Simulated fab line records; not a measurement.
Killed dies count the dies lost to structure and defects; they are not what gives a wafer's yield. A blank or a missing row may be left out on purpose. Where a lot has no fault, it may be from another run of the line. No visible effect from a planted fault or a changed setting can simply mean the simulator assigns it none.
Split-lot experiment ; flow berkeley_cmos170 ; 23 wafers read across 5 lots, on a route 331 steps long

ABOUT THE SPLIT
At UCB170_NWELL_IMPLANT_14, the setting dose_cm2 was moved away from the recipe's 1e+13 on 7 of the 23 wafers read, by -6.6% to +4.3%. For the rest of the wafers, this setting stayed at what the recipe calls for.

BETWEEN THE SPLIT AND THE READING: the file shows 1 step in between
- UCB170_NWELL_STRIP_15: strips in O2

THE READING
NWELL_TW, at UCB170_NWELL_TW_MEAS_16. On this fab line, fault-free wafers typically give 1253 with a standard deviation of 6.8.

wafer;tool, chamber at the split;dose_cm2 as run;against the recipe;NWELL_TW;against lot-mates on the recipe
L074.1;implanter-03, 0;1e+13;recipe;1257;-
L074.2;implanter-03, 0;1.043e+13;+4.3%;1273;+19
L074.3;implanter-03, 0;1e+13;recipe;1258;-
L074.5;implanter-03, 0;1e+13;recipe;1247;-
L074.6;implanter-03, 0;1.043e+13;+4.3%;1270;+16
L075.2;implanter-03, 0;1e+13;recipe;1249;-
L075.3;implanter-03, 0;1e+13;recipe;1244;-
L075.5;implanter-03, 0;1e+13;recipe;1252;-
L077.2;implanter-02, 0;9.339e+12;-6.6%;1211;-36
L077.3;implanter-02, 0;9.339e+12;-6.6%;1223;-24
L077.4;implanter-02, 0;9.339e+12;-6.6%;1213;-34
L077.5;implanter-02, 0;1e+13;recipe;1252;-
L077.6;implanter-02, 0;1e+13;recipe;1241;-
L084.1;implanter-01, 0;1e+13;recipe;1254;-
L084.2;implanter-01, 0;1e+13;recipe;1252;-
L084.3;implanter-01, 0;9.563e+12;-4.4%;1236;-18
L084.4;implanter-01, 0;9.563e+12;-4.4%;1236;-18
L084.6;implanter-01, 0;1e+13;recipe;1257;-
L085.1;implanter-03, 0;1e+13;recipe;1247;-
L085.2;implanter-03, 0;1e+13;recipe;1258;-
L085.3;implanter-03, 0;1e+13;recipe;1254;-
L085.5;implanter-03, 0;1e+13;recipe;1250;-
L085.6;implanter-03, 0;1e+13;recipe;1248;-

FIT RESULTS
A straight line over all 23 wafers: NWELL_TW changes by +4.92 for each +1% of dose_cm2; r = +0.94; the points scatter about the line by 5.3.
The same after taking each lot's own level away (the mean of its wafers on the recipe; 23 wafers): +4.45 for each +1%; r = +0.95; scatter 4.2.
Per that fit: largest dose_cm2 move, reading shift of 29.
The lots' own levels span 1246.5 to 1254.3, that is 1.2 times the standard deviation above.
Hence the slope depends on the lot-to-lot level, as the two fits are not the same.
Check: -28 against its lot-mates is what the line predicts for one of the wafers moved furthest among these (-6.6%) when that wafer is left out of the fit. It came out at -35.5 against them.

THE OTHER SPLITS THESE WAFERS WENT THROUGH
Before the reading, these wafers also passed through other splits. Each is held against what the fit with the lots' levels taken away leaves over:
other split on the same wafers;wafers away from the commonest value;r with NWELL_TW (lot level and that fit taken away)
UCB170_START_OXIDATION_02 ox_time_s;10;+0.07
UCB170_NWELL_COAT_07 resist_thk_nm;10;+0.07

THE FILE'S OWN FIT
NWELL_TW changes by +4.38 for each +1% of dose_cm2, r = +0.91.
